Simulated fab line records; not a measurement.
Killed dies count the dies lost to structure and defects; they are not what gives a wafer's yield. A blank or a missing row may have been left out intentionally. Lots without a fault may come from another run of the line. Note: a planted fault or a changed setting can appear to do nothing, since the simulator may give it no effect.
Split-lot experiment | flow berkeley cmos170 | 23 wafers read across 5 lots, on a route 331 steps long

ON THE SPLIT
At UCB170_PWELL_STRIP_16 (strips in O2), the setting overash fraction was moved away from the recipe's 0.5 on 7 of the 23 wafers read, by +18.6% to +23.9%. The other wafers ran this setting at the recipe's value.

The reading is taken at the split's own step.

THE READING
oes product au, in a.u., at UCB170_PWELL_STRIP_16 (strips in O2). On this fab line, fault-free wafers typically give 0.721 a.u. with a standard deviation of 0.0049 a.u.

wafer  | tool, chamber at the split | overash fraction as run | against the recipe | oes product au, a.u. | against lot-mates on the recipe
L077.1 | plasma asher-04, 1         | 0.5                     | recipe             | 0.725                | -
L077.2 | plasma asher-04, 0         | 0.5                     | recipe             | 0.718                | -
L077.3 | plasma asher-04, 1         | 0.5                     | recipe             | 0.725                | -
L078.1 | plasma asher-02, 1         | 0.5                     | recipe             | 0.712                | -
L078.2 | plasma asher-02, 0         | 0.6197                  | +23.9%             | 0.691                | -0.031
L078.3 | plasma asher-02, 1         | 0.6197                  | +23.9%             | 0.679                | -0.043
L078.5 | plasma asher-02, 0         | 0.5                     | recipe             | 0.729                | -
L078.6 | plasma asher-02, 1         | 0.5                     | recipe             | 0.726                | -
L079.1 | plasma asher-02, 0         | 0.5                     | recipe             | 0.718                | -
L079.3 | plasma asher-02, 1         | 0.5931                  | +18.6%             | 0.689                | -0.021
L079.4 | plasma asher-02, 0         | 0.5931                  | +18.6%             | 0.688                | -0.022
L079.5 | plasma asher-02, 0         | 0.5931                  | +18.6%             | 0.692                | -0.018
L079.6 | plasma asher-02, 1         | 0.5                     | recipe             | 0.703                | -
L080.1 | plasma asher-04, 0         | 0.6132                  | +22.6%             | 0.689                | -0.031
L080.2 | plasma asher-04, 1         | 0.6132                  | +22.6%             | 0.689                | -0.031
L080.4 | plasma asher-04, 0         | 0.5                     | recipe             | 0.724                | -
L080.5 | plasma asher-04, 0         | 0.5                     | recipe             | 0.718                | -
L080.6 | plasma asher-04, 1         | 0.5                     | recipe             | 0.718                | -
L081.1 | plasma asher-04, 0         | 0.5                     | recipe             | 0.720                | -
L081.2 | plasma asher-04, 1         | 0.5                     | recipe             | 0.714                | -
L081.3 | plasma asher-04, 0         | 0.5                     | recipe             | 0.727                | -
L081.5 | plasma asher-04, 0         | 0.5                     | recipe             | 0.721                | -
L081.6 | plasma asher-04, 1         | 0.5                     | recipe             | 0.722                | -

FIT RESULTS
A straight line over all 23 wafers: oes product au changes by -0.00148 a.u. for each +1% of overash fraction; r = -0.93; the points scatter about the line by 0.006 a.u.
The same after taking each lot's own level away (the mean of its wafers on the recipe; 23 wafers): -0.00136 a.u. for each +1%; r = -0.93; scatter 0.0054 a.u.
On that fit, the largest move of overash fraction shifts the reading by 0.033 a.u.
The lots' own levels span 0.7105 to 0.7227 a.u., that is 2.5 times the standard deviation above.
The two slopes agree, so the slope changes little with the lot-to-lot level.
Check: with one of the wafers moved furthest among these (+23.9%) left out of the fit, the line predicts -0.0327 a.u. for it against its lot-mates. It came out at -0.0313 a.u. against them.
Tool readings at the split's step, against how far the setting was moved: oes product au r = -0.93.

ADDITIONAL SPLITS CARRIED BY THESE WAFERS
Other splits were also applied to these wafers ahead of the reading. Each is held against what the fit with the lots' levels taken away leaves over:
other split on the same wafers     | wafers away from the commonest value | r with oes product au (lot level and that fit taken away)
UCB170_ZERO_COAT_01 resist thk nm  | 7                                    | +0.16
UCB170_NWELL_CVD_04 temp c         | 15                                   | -0.23
UCB170_NWELL_IMPLANT_14 energy kev | 7                                    | -0.05
UCB170_PWELL_CVD_05 temp c         | 18                                   | -0.20

FILE'S OWN FIT
oes product au changes by -0.00139 a.u. for each +1% of overash fraction, r = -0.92.
